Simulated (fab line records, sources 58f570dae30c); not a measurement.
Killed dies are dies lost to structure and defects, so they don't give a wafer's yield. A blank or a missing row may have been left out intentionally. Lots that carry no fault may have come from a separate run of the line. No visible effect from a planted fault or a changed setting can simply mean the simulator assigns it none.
Matching of chambers :: flow berkeley_cmos170 :: rie_diel-02 running UCB170_V1_ETCH_14: 4 sister chambers
The step etches SiO2 in CHF3/CF4/Ar, stops on Al, target depth 1250 nm, time 291 s. 8 wafers are shown with their chamber, then 7 later ones without.

EACH WAFER AND ITS CHAMBER
wafer: L479.2
chamber: 1
throttle_valve_pct (%): 6.73
oes_product_au (a.u.): 0.862

wafer: L481.3
chamber: 0
throttle_valve_pct (%): 6.91
oes_product_au (a.u.): 0.879

wafer: L497.5
chamber: 2
throttle_valve_pct (%): 6.88
oes_product_au (a.u.): 0.869

wafer: L498.1
chamber: 2
throttle_valve_pct (%): 6.87
oes_product_au (a.u.): 0.863

wafer: L498.2
chamber: 1
throttle_valve_pct (%): 6.74
oes_product_au (a.u.): 0.871

wafer: L498.3
chamber: 3
throttle_valve_pct (%): 7.15
oes_product_au (a.u.): 0.894

wafer: L499.1
chamber: 3
throttle_valve_pct (%): 7.16
oes_product_au (a.u.): 0.892

wafer: L499.2
chamber: 0
throttle_valve_pct (%): 6.91
oes_product_au (a.u.): 0.887

WAFERS WITHOUT THEIR CHAMBER
wafer: L499.6
throttle_valve_pct (%): 7.14
oes_product_au (a.u.): 0.893

wafer: L500.3
throttle_valve_pct (%): 6.86
oes_product_au (a.u.): 0.867

wafer: L500.5
throttle_valve_pct (%): 6.87
oes_product_au (a.u.): 0.865

wafer: L500.6
throttle_valve_pct (%): 6.72
oes_product_au (a.u.): 0.866

wafer: L502.1
throttle_valve_pct (%): 7.16
oes_product_au (a.u.): 0.899

wafer: L502.3
throttle_valve_pct (%): 6.92
oes_product_au (a.u.): 0.886

wafer: L502.4
throttle_valve_pct (%): 6.85
oes_product_au (a.u.): 0.873

CHAMBER TAKEN BY EACH
wafer: L499.6
from the rows above: 3
in truth: 3

wafer: L500.3
from the rows above: 2
in truth: 2

wafer: L500.5
from the rows above: 2
in truth: 2

wafer: L500.6
from the rows above: 1
in truth: 1

wafer: L502.1
from the rows above: 3
in truth: 3

wafer: L502.3
from the rows above: 0
in truth: 0

wafer: L502.4
from the rows above: 2
in truth: 2
Correct placement for 7 of the 7. Can't be placed from these rows: 0. Placed wrongly: 0.
How it was worked out, from the rows above alone: a wafer's distance from a chamber is the root of the sum, over the readings, of the square of ((its reading less the chamber's mean) divided by the reading's scatter). If the next closest chamber is less than 2 further off than the closest, the wafer can't be placed; otherwise it belongs to the closest. A chamber's mean is the mean of its shown wafers. How the scatter is found: for the shown wafers, subtract from each reading the mean of its chamber, square and add these, divide the total by (wafers less chambers), then take the root.
